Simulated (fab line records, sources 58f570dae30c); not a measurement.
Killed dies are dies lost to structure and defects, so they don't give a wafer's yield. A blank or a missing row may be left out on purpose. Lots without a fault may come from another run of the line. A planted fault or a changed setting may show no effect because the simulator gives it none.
Which tool did it? | flow berkeley_cmos170 | 7 lots, 21 wafers sampled, at 2 steps of a route of 331

WHAT THE GAUGES READ, wafer by wafer
UCB170_V1_CD_MEAS_12: target cd 700 nm.
lot  | measured     | on        | cd_nm (nm)
L469 | day 8 18:57  | cd_sem-02 | 698.6 698.2 698.9
L470 | day 9 09:28  | cd_sem-02 | 698.6 699.9 698.4
L475 | day 10 01:49 | cd_sem-01 | 698.8 699.5 699.3
L474 | day 10 03:37 | cd_sem-02 | 698.9 699.9 699.9
L478 | day 11 15:40 | cd_sem-01 | 705.6 704.2 704.6
L487 | day 12 22:28 | cd_sem-02 | 700.0 700.1 699.7
L489 | day 14 13:24 | cd_sem-02 | 700.7 702.1 700.1

WHICH TOOL RAN EACH LOT (tool, then ch and the chambers of the sampled wafers, then the start)
lot  | UCB170_V1_PEB_10
L469 | litho_track-04 ch 0, day 8 18:41
L470 | litho_track-01 ch 0, day 9 09:12
L475 | litho_track-01 ch 0, day 10 01:33
L474 | litho_track-01 ch 0, day 10 03:20
L478 | litho_track-04 ch 0, day 11 15:24
L487 | litho_track-03 ch 0, day 12 22:11
L489 | litho_track-01 ch 0, day 14 13:06
- UCB170_V1_PEB_10

THE ANSWER, worked out from the rows above alone
Rule: what is usual is taken from the lots themselves. Put in order of their means at a reading, lots are off if they are a third of the lots or fewer, leave a main group of 4 or more, and stand apart from it by a gap of 3 or more times the standard deviation of the main group's means; of several such gaps the widest counts. A main group whose means are all the same, to the digits that the tables above print for the reading, isn't used. A lot without any number at a reading at which 4 lots or more have one is off too. The other lots that the step has rows for count as sound.
Off: L478, at UCB170_V1_CD_MEAS_12 (cd_nm). The main group: mean 699.5 nm, standard deviation 0.77.
A tool fits if, at a process step before that reading, it ran every lot that is off, and no sound lot after the first of them. The gauges at UCB170_V1_CD_MEAS_12 are tried like those tools. Can't be told from this: 2 tools fit, litho_track-04 at UCB170_V1_PEB_10, cd_sem-01 at UCB170_V1_CD_MEAS_12.

WHAT THE SIMULATOR HAD PUT IN
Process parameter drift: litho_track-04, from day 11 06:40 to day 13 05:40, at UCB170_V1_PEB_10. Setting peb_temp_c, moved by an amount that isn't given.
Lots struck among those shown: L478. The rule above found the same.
